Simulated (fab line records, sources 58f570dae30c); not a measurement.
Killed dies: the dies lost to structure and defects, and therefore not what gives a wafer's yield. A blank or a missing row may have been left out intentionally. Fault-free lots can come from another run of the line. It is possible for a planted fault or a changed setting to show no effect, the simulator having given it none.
Tool commonality check | flow berkeley cmos170 | 15 lots and 54 wafers in the sample

REASON IT WAS OPENED
Of 15 lots, 3 have the reading GATE_OVL flagged at UCB170_GATE_OVL_MEAS_13. Wafers without a fault read 0 nm, standard deviation 5.9.
Rule: a lot gets a flag if all its wafers with a number sit over 4 standard deviations from that mean, or if no wafer of it has a number. As for the other lots, they are considered sound.

lot  | measured     | on         | GATE_OVL (nm), wafer by wafer | flag
L288 | day 7 03:00  | overlay-02 | -7 -5 -1                      |
L290 | day 7 11:47  | overlay-02 | 1 5 -3                        |
L291 | day 8 02:26  | overlay-02 | 4 4 0                         |
L295 | day 8 17:44  | overlay-02 | 1 1 -2                        |
L294 | day 8 17:58  | overlay-02 | 9 9 12                        |
L293 | day 8 18:16  | overlay-02 | -1 -5 5                       |
L296 | day 8 18:27  | overlay-02 | 4 12 12                       |
L300 | day 10 09:30 | overlay-01 | 313 307 314 310 305 309       | FLAGGED
L299 | day 10 09:47 | overlay-01 | 5 3 2                         |
L302 | day 10 16:53 | overlay-01 | -4 -3 -4                      |
L301 | day 10 17:08 | overlay-02 | 319 320 324 314 318 319       | FLAGGED
L306 | day 11 12:11 | overlay-02 | -4 2 3                        |
L304 | day 11 12:26 | overlay-01 | 318 315 315 313 312 310       | FLAGGED
L305 | day 11 12:40 | overlay-02 | 1 11 4                        |
L309 | day 12 14:46 | overlay-02 | 7 6 7                         |
The numbers of the flagged lots are 314 nm on average: +314 nm against the usual, or +53 standard deviations.

WHICH TOOL RAN EACH LOT
The record holds 1 process step before the reading, out of a route of 331 steps. Every cell lists first the tool, next ch and the chambers used by the sampled wafers, and last the start.
lot  | flag    | UCB170_GATE_EXPOSE_09
L288 |         | krf scanner-01 ch 0, day 7 02:05
L290 |         | krf scanner-02 ch 0, day 7 11:18
L291 |         | krf scanner-01 ch 0, day 8 01:28
L295 |         | krf scanner-02 ch 0, day 8 17:01
L294 |         | krf scanner-01 ch 0, day 8 17:16
L293 |         | krf scanner-02 ch 0, day 8 17:31
L296 |         | krf scanner-02 ch 0, day 8 17:38
L300 | FLAGGED | krf scanner-01 ch 0, day 10 08:59
L299 |         | krf scanner-02 ch 0, day 10 09:15
L302 |         | krf scanner-02 ch 0, day 10 16:22
L301 | FLAGGED | krf scanner-01 ch 0, day 10 16:40
L306 |         | krf scanner-02 ch 0, day 11 11:41
L304 | FLAGGED | krf scanner-01 ch 0, day 11 11:56
L305 |         | krf scanner-02 ch 0, day 11 12:10
L309 |         | krf scanner-02 ch 0, day 12 14:16
What is done by these steps:
- UCB170_GATE_EXPOSE_09: exposes mask POLY, target cd 350 nm.
- UCB170_GATE_OVL_MEAS_13

FLAGGED OVER TOTAL, TOOL BY TOOL (the gauges that took the reading come last)
step                    | tool           | lots run | flagged | share of the flagged lots | sound lots run after its first flagged lot
UCB170_GATE_EXPOSE_09   | krf scanner-01 | 6        | 3       | all                       | 0
UCB170_GATE_EXPOSE_09   | krf scanner-02 | 9        | 0       | none                      | -
UCB170_GATE_OVL_MEAS_13 | overlay-01     | 4        | 2       | some                      | 2 (L299,L302)
UCB170_GATE_OVL_MEAS_13 | overlay-02     | 11       | 1       | some                      | 3 (L306,L305,L309)

WHAT IS ALLOWED BY THE TABLE
1 row of the table ran every flagged lot: krf scanner-01 at UCB170_GATE_EXPOSE_09.
- krf scanner-01 at UCB170_GATE_EXPOSE_09: 3 of its 6 lots flagged. Its last sound lot is L294 (day 8 17:16), its first flagged lot L300 (day 10 08:59): a fault that began between those two fits.
krf scanner-01 at UCB170_GATE_EXPOSE_09 is the single tool remaining.

WHAT THE SIMULATOR PUT IN
Scanner matching overlay: krf scanner-01, from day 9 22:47 on, at UCB170_GATE_EXPOSE_09. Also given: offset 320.
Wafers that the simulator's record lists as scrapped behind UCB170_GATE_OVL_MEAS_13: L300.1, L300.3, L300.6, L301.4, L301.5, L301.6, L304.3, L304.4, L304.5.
Shown lots that were struck: L300, L301, L304. The rule above reached the same finding.
